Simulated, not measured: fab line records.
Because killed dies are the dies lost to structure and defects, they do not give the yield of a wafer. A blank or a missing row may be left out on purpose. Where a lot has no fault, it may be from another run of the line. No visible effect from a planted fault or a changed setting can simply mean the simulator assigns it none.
Comparing a struck lot with a sound one | flow berkeleyCmos170 | 4 out of 331 route steps
Sound: the wafers L263.2, L263.3, L263.6. Wafers struck: L264.2, L264.5, L264.6. Last of all comes the cause.
For every step that has rows: the tool of each side, followed by ch and its chambers, followed by its first start. Under that, the readings that differ: sound wafers | struck wafers | difference of the means | sigmas: that difference in standard deviations of wafers without a fault.
alike: readings with means less than 2 such deviations apart, plus words and numbers identical on both sides. not compared: withheld readings, readings lacking a value on some wafer, bounds such as >300 that could conceal the same value, and numbers that have no deviation in the record and whose values overlap.
The two part at a step that has a row with sigmas, a row that says differs or no value, or rows on one side only. Non-overlapping numbers with no deviation appear without sigmas and do not part them. A reading that every wafer of one side lacks parts them only if that side has two wafers or more.

UCB170_START_BOW_MEAS_00:
  struck on filmMetro-04, day 3 17:01; sound on filmMetro-02, day 3 12:01
  alike: INCOMING_BOW
UCB170_START_CLEAN_01: cleans in dHF, time 60 s.
  sound on wetBench-03 ch 0, day 3 13:26; struck on wetBench-03 ch 1, day 3 18:57
  no value came back on the struck wafers for runLengthS (s), timeS (s); on the sound wafers runLengthS (s) reads 87 87 87
then, 2 steps without rows for these wafers: UCB170_START_OXIDATION_02 (target thk 20 nm, ox time 1800 s); UCB170_M3_PROBE_99.

== WHERE THEY PART ==
Within this record, at UCB170_START_CLEAN_01 only.

WHY: what the simulator had put in
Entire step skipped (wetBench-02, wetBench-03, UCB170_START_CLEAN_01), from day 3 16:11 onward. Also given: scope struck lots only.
